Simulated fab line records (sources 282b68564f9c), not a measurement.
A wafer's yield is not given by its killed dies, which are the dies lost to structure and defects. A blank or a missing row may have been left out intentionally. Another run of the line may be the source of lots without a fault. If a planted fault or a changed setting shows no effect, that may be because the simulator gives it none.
Which tool did it?	flow ritCmos	at 1 step of a route of 202, 15 lots with 45 wafers sampled

## WHAT THE GAUGES READ, wafer by wafer
The record holds no reading of a measuring or inspecting step that can be judged against a usual standard deviation.

## EACH LOT AND THE TOOL THAT RAN IT (in order: tool; ch and the chambers of the sampled wafers; start)
lot	RIT_NRETRO_DEVELOP_05
L673	lithoTrack-01 ch 0, day 2 12:00
L675	lithoTrack-01 ch 0, day 2 20:00
L676	lithoTrack-02 ch 0, day 3 00:00
L677	lithoTrack-02 ch 0, day 3 06:00
L678	lithoTrack-03 ch 0, day 3 14:00
L680	lithoTrack-01 ch 0, day 4 01:00
L681	lithoTrack-03 ch 0, day 4 04:00
L682	lithoTrack-02 ch 0, day 4 08:00
L684	lithoTrack-02 ch 0, day 4 21:00
L685	lithoTrack-01, day 4 22:00
L686	lithoTrack-03, day 5 05:00
L687	lithoTrack-01, day 5 10:00
L688	lithoTrack-02 ch 0, day 5 17:00
L689	lithoTrack-03 ch 0, day 5 23:00
L695	lithoTrack-02 ch 0, day 6 23:00
- RIT_NRETRO_DEVELOP_05: develop time 68 s.

## WHAT THE TOOLS THEMSELVES READ (means of the sampled wafers that have a number; where no wafer has one, the mark that the record gives instead)
RIT_NRETRO_DEVELOP_05.
lot	tool	chillPlateTempC (C)
L673	lithoTrack-01	23.07
L675	lithoTrack-01	23.00
L676	lithoTrack-02	23.08
L677	lithoTrack-02	22.85
L678	lithoTrack-03	23.01
L680	lithoTrack-01	22.98
L681	lithoTrack-03	22.96
L682	lithoTrack-02	23.03
L684	lithoTrack-02	22.99
L685	lithoTrack-01	-
L686	lithoTrack-03	-
L687	lithoTrack-01	-
L688	lithoTrack-02	23.02
L689	lithoTrack-03	22.95
L695	lithoTrack-02	23.00

## THE ANSWER, worked out from the rows above alone
Rule: what is usual is taken from the lots themselves. Put in order of their means at a reading, lots are off if they are a third of the lots or fewer, leave a main group of 4 or more, and stand apart from it by a gap of 3 or more times the standard deviation of the main group's means; of several such gaps the widest counts. The tables above print the reading to a certain number of digits; a main group whose means all agree to those digits is not used. A lot without any number at a reading at which 4 lots or more have one is off too. All remaining lots with rows at the step are treated as sound. Order of review: gauges by route order, followed by the tools' own readings, for which a lot's mean as printed above is used. The first step at which some lot is off is used, and at that step the reading that is off furthest; a lot without a number counts as furthest.
Off: L685, L686, L687 (RIT_NRETRO_DEVELOP_05, chillPlateTempC). Without a number there: L685, L686, L687. Mean 23.00 C and standard deviation 0.057 in the main group.
A tool fits if, at that step or a process step before it, it ran every lot that is off, and no sound lot after the first of them. None of those tried fits.

## WHAT THE SIMULATOR PUT IN
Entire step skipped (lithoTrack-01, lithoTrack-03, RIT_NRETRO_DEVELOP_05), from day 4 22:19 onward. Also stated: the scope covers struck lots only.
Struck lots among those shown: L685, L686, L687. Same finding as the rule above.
